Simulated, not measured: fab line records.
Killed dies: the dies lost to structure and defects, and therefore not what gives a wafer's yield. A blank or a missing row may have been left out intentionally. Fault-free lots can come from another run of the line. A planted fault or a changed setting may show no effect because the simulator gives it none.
A lot that was struck, set against a sound lot + flow rit-cmos + 15 steps out of a route of 202
Sound: wafers L375.1, L375.3, L375.4. The struck wafers were L392.1, L392.3, L392.6. The cause is given at the end.
Each step with rows lists, per side, the tool, then ch with its chambers, then its first start. Under that, the readings that differ: sound wafers + struck wafers + difference of the means + sigmas: that difference in standard deviations of wafers without a fault.
alike: readings with means less than 2 such deviations apart, plus words and numbers identical on both sides. not compared: withheld readings, readings lacking a value on some wafer, bounds such as >300 that could conceal the same value, and numbers that have no deviation in the record and whose values overlap.
Wherever a step has rows on one side only, a row that says differs or no value, or a row with sigmas, the two part there. Numbers that don't overlap but have no deviation are shown without sigmas and don't part them. A reading that every wafer of one side lacks parts them only if that side has two wafers or more.

first, 2 steps without rows for these wafers: RIT_PLDD_HARDBAKE_07 (time 60 s); RIT_PLDD_IMPLANT_08.
RIT_PLDD_STRIP_09: strips in O2, time 180 s.
  sound on plasma-asher-01 ch 0,1, day 3 01:44; struck on plasma-asher-01 ch 0,1, day 6 15:52
  alike: drypump-motor-current-A
  not compared: rf-hours-counter-h
RIT_PLDD_TW_MEAS_10:
  struck on film-metro-03, day 6 16:02; sound on film-metro-02, day 3 01:54
  alike: PLDD_TW
then, 4 steps without rows for these wafers: RIT_SPACER_CLEAN_00 (cleans in SC1, time 600 s); RIT_SPACER_CLEAN_01 (cleans in dHF, time 30 s); RIT_SPACER_CLEAN_02 (cleans in SC2, time 600 s); RIT_SPACER_CVD_03 (deposits Si3N4 from SiH2Cl2/NH3, target thk 250 nm, time 3300 s).
RIT_SPACER_THK_MEAS_04:
  struck on film-metro-04, day 6 19:41; sound on film-metro-01, day 3 04:16
  alike: SPACER_NITRIDE_THK
RIT_SPACER_ETCHBACK_05: etches Si3N4 in SF6/CHF3, stops on SiO2, target depth 250 nm, time 240 s.
  sound on rie-diel-04 ch 1,2,3, day 3 04:19; struck on rie-diel-01 ch 2,3, day 6 19:45
  alike: drypump-motor-current-A, oes-product-au, throttle-valve-pct
  not compared: rf-hours-counter-h
then, 2 steps without rows for these wafers: RIT_NSD_HMDS_00 (prime time 60 s); RIT_NSD_COAT_01 (resist thk 1000 nm).
RIT_NSD_SOFTBAKE_02: time 60 s.
  sound on litho-track-02 ch 0, day 3 04:46; struck on litho-track-02 ch 0, day 6 20:12
| reading          | sound             | struck            | difference | sigmas |
|------------------|-------------------|-------------------|------------|--------|
| run-length-s (s) | 89.33 89.62 89.29 | 92.73 92.75 92.59 | +3.28      | +23    |
  alike: chill-plate-temp-C, heater-power-total-W, plate-temp-C
then, 1 step without rows for these wafers: RIT_NSD_EXPOSE_03 (exposes mask M9, target cd 40700 nm).
RIT_M1_PROBE_99:
  rows exist in the record for the struck wafers here (prober-01, day 7 07:04), but not for the sound ones

## WHERE THEY PART
Earliest at RIT_NSD_SOFTBAKE_02; latest, in this record, at RIT_M1_PROBE_99.

WHY: whatever the simulator had introduced
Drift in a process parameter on litho-track-02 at RIT_NSD_SOFTBAKE_02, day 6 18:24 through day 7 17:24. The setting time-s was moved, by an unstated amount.
